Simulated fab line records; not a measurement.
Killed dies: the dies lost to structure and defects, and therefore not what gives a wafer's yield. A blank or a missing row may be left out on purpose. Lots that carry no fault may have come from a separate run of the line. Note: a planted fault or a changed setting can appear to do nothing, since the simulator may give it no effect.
Struck lot and sound lot, side by side    flow berkeley cmos170    19 steps out of a route of 331
Sound: wafers L147.3, L147.4, L147.5. Wafers struck: L161.1, L161.3, L161.5. The cause is given at the end.
At each step with rows: each side's tool, then ch and its chambers, then its first start. Under that, the readings that differ: sound wafers    struck wafers    difference of the means    sigmas: that difference in standard deviations of wafers without a fault.
alike: same words and numbers on both sides, and readings whose means sit less than 2 such deviations apart. not compared: any withheld reading, any reading some wafer has no value for, any bound like >300 that may hide the same value, and any number with overlapping values for which the record gives no deviation.
Wherever a step has rows on one side only, a row that says differs or no value, or a row with sigmas, the two part there. Non-overlapping numbers with no deviation appear without sigmas and do not part them. A reading that every wafer of one side lacks parts them only if that side has two wafers or more.

UCB170_M1_CD_MEAS_90 targets a cd of 700 nm.
  sound: cd sem-01 at day 7 05:48; struck: cd sem-02 at day 10 13:40
  alike: cd nm
then, 1 step without rows for these wafers: UCB170_M1_ANNEAL_14 (time 1200 s).
UCB170_V1_CVD_00: deposits SiO2 from TEOS/O2, target thk 2000 nm, time 250 s.
  sound on pecvd-01 ch 1,2, day 7 10:38; struck on pecvd-02 ch 1,2, day 10 18:07
  alike: heater power w
UCB170_V1_THK_MEAS_01:
  sound: film metro-04 at day 7 10:48; struck: film metro-01 at day 10 18:16
  alike: V1_TEOS_THK
UCB170_V1_CMP_02: polishes SiO2.
  sound on cmp-01 ch 0,3, day 7 10:50; struck on cmp-02 ch 1,2,3, day 10 18:41
  alike: motor current A
UCB170_V1_BOW_MEAS_03:
  sound: film metro-04 at day 7 11:11; struck: film metro-04 at day 10 18:56
  alike: V1_BOW
UCB170_V1_THK_MEAS_04:
  sound: film metro-04 at day 7 11:17; struck: film metro-04 at day 10 19:03
  alike: V1_POLISHED_THK
then, 5 steps without rows for these wafers: UCB170_V1_CLEAN_05 (cleans in DIW); UCB170_V1_HMDS_06 (prime time 60 s); UCB170_V1_COAT_07 (resist thk 900 nm); UCB170_V1_SOFTBAKE_08 (time 60 s); UCB170_V1_EXPOSE_09 (exposes mask VIA1, target cd 700 nm).
UCB170_V1_PEB_10:
  sound on litho track-02 ch 0, day 7 12:33; struck on litho track-02 ch 0, day 10 19:53
then, 1 step without rows for these wafers: UCB170_V1_DEVELOP_11 (develop time 45 s).
UCB170_V1_CD_MEAS_12 targets a cd of 700 nm.
  sound: cd sem-02 at day 7 12:49; struck: cd sem-02 at day 10 20:10
reading     sound              struck             difference  sigmas
cd nm (nm)  698.9 699.5 700.1  709.9 711.3 709.9  +10.9       +8
UCB170_V1_OVL_MEAS_13:
  sound: overlay-01 at day 7 12:54; struck: overlay-02 at day 10 20:17
  alike: V1_OVL
UCB170_V1_ETCH_14: etches SiO2 in CHF3/CF4/Ar, stops on Al, target depth 1250 nm, time 291 s.
  sound on rie diel-02 ch 0,1,2, day 7 12:56; struck on rie diel-01 ch 0,1,3, day 10 20:19
reading              sound              struck             difference  sigmas
model.V1.cd nm (nm)  698.6 698.4 700.3  711.7 710.9 709.3  +11.5       
  alike: drypump motor current A, oes product au, throttle valve pct
  not compared: rf hours counter h
UCB170_V1_STRIP_15: strips in O2.
  sound on plasma asher-04 ch 0,1, day 7 13:08; struck on plasma asher-02 ch 0, day 10 20:29
  alike: drypump motor current A, o2 flow sccm, oes product au, strip time to endpoint s
  not compared: rf hours counter h
next, for these wafers, 1 step has no rows: UCB170_M3_PROBE_99.

== WHERE THEY PART ==
Only at UCB170_V1_CD_MEAS_12, within this record. Later steps at which nothing parts them and some readings are alike: UCB170_V1_OVL_MEAS_13, UCB170_V1_ETCH_14, UCB170_V1_STRIP_15.

WHY: what the simulator had put in
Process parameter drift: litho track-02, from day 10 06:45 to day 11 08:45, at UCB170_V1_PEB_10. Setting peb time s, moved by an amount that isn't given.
